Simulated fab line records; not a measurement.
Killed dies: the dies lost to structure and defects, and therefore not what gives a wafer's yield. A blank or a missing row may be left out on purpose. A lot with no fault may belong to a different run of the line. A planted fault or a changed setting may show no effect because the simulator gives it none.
Comparing a struck lot with a sound one | flow rit_cmos | 15 steps out of a route of 202
Sound: these wafers, L897.1, L897.4, L897.5. The struck wafers were L901.1, L901.2, L901.5. The cause comes at the end.
Each step with rows lists, per side, the tool, then ch with its chambers, then its first start. Under that, the readings that differ: sound wafers | struck wafers | difference of the means | sigmas: that difference in standard deviations of wafers without a fault.
alike: same words and numbers on both sides, and readings whose means sit less than 2 such deviations apart. not compared: any withheld reading, any reading some wafer has no value for, any bound like >300 that may hide the same value, and any number with overlapping values for which the record gives no deviation.
A row with sigmas, a row that says differs or no value, or rows on one side alone: a step with any of these is where the two part. Numbers that don't overlap but have no deviation are shown without sigmas and don't part them. A reading that every wafer of one side lacks parts them only if that side has two wafers or more.

first, 2 steps without rows for these wafers: RIT_NRETRO_HARDBAKE_07 (time 120 s); RIT_NRETRO_IMPLANT_08.
RIT_NRETRO_STRIP_09: strips in O2, time 180 s.
  sound on plasma_asher-02 ch 1, day 2 18:14; struck on plasma_asher-01 ch 0,1, day 3 13:55
  alike: drypump_motor_current_A, rf_refl_power_W
  not compared: rf_hours_counter_h
RIT_NRETRO_TW_MEAS_10:
  struck on film_metro-02, day 3 14:06; sound on film_metro-01, day 2 18:25
  alike: NRETRO_TW
then, 6 steps without rows for these wafers: RIT_PRETRO_HMDS_00 (prime time 60 s); RIT_PRETRO_COAT_01 (resist thk 1300 nm); RIT_PRETRO_SOFTBAKE_02 (time 60 s); RIT_PRETRO_EXPOSE_03 (exposes mask M5, target cd 43700 nm); RIT_PRETRO_PEB_04; RIT_PRETRO_DEVELOP_05 (develop time 68 s).
RIT_PRETRO_OVL_MEAS_06:
  struck on overlay-01, day 3 15:10; sound on overlay-01, day 2 19:32
  alike: PRETRO_OVL
then, 1 step without rows for these wafers: RIT_PRETRO_HARDBAKE_07 (time 120 s).
RIT_PRETRO_IMPLANT_08:
  sound on implanter-02 ch 0, day 2 19:49; struck on implanter-03 ch 0, day 3 15:27
  reading                   | sound                | struck               | difference | sigmas
  beam_energy_keV           | 45.014 45.040 45.031 | 50.326 50.322 50.311 | +5.291     | +99 or more
  model.implant.rp_nm (nm)  | 141.2 141.2 141.2    | 162.7 162.7 162.7    | +21.5      |
  model.implant.drp_nm (nm) | 55.07 55.07 55.07    | 58.77 58.77 58.77    | +3.70      |
RIT_PRETRO_STRIP_09: strips in O2, time 180 s.
  sound on plasma_asher-02 ch 1, day 2 19:58; struck on plasma_asher-02 ch 0,1, day 3 15:36
  alike: drypump_motor_current_A, rf_refl_power_W
  not compared: rf_hours_counter_h
RIT_M1_PROBE_99:
  struck on prober-01, day 4 21:28; sound on prober-01, day 4 01:17
  reading                                    | sound                | struck               | difference | sigmas
  model.etest.nmos_narrow.drive_ua_um        | 218.2 217.2 214.9    | 235.5 241.5 240.3    | +22.3      |
  model.etest.nmos_0p3.drive_ua_um           | 224.1 221.5 219.3    | 233.4 238.7 240.5    | +15.9      |
  model.etest.nmos_0p3.off_log10_a_um        | -13.21 -13.25 -13.29 | -12.87 -12.85 -12.76 | +0.42      |
  model.etest.gate_end_array.leak_log10_a_um | -13.2 -13.05 -13.12  | -12.71 -12.66 -12.54 | +0.49      |
  model.etest.nmos_narrow.off_log10_a_um     | -13.29 -13.36 -13.3  | -13.12 -12.98 -13.02 | +0.28      |
  model.etest.diode_nplus_pwell.bv_v (V)     | 5.995 6.027 5.967    | 5.869 5.903 5.858    | -0.120     |
  model.etest.cap_n_gate.c_min_ff_um2        | 2.376 2.374 2.381    | 2.287 2.283 2.29     | -0.090     |
  model.etest.nmos_0p15.vt_v (V)             | 0.4093 0.4131 0.3975 | 0.3602 0.3508 0.3426 | -0.0554    |
  alike: killed_at_front_end, killed_dies, killed_open, killed_short

== WHERE THEY PART ==
Only at RIT_PRETRO_IMPLANT_08, within this record. Later steps at which nothing parts them and some readings are alike: RIT_PRETRO_STRIP_09, RIT_M1_PROBE_99.

WHY: whatever the simulator had introduced
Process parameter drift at RIT_PRETRO_IMPLANT_08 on implanter-03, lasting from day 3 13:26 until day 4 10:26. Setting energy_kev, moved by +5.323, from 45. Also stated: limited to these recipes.
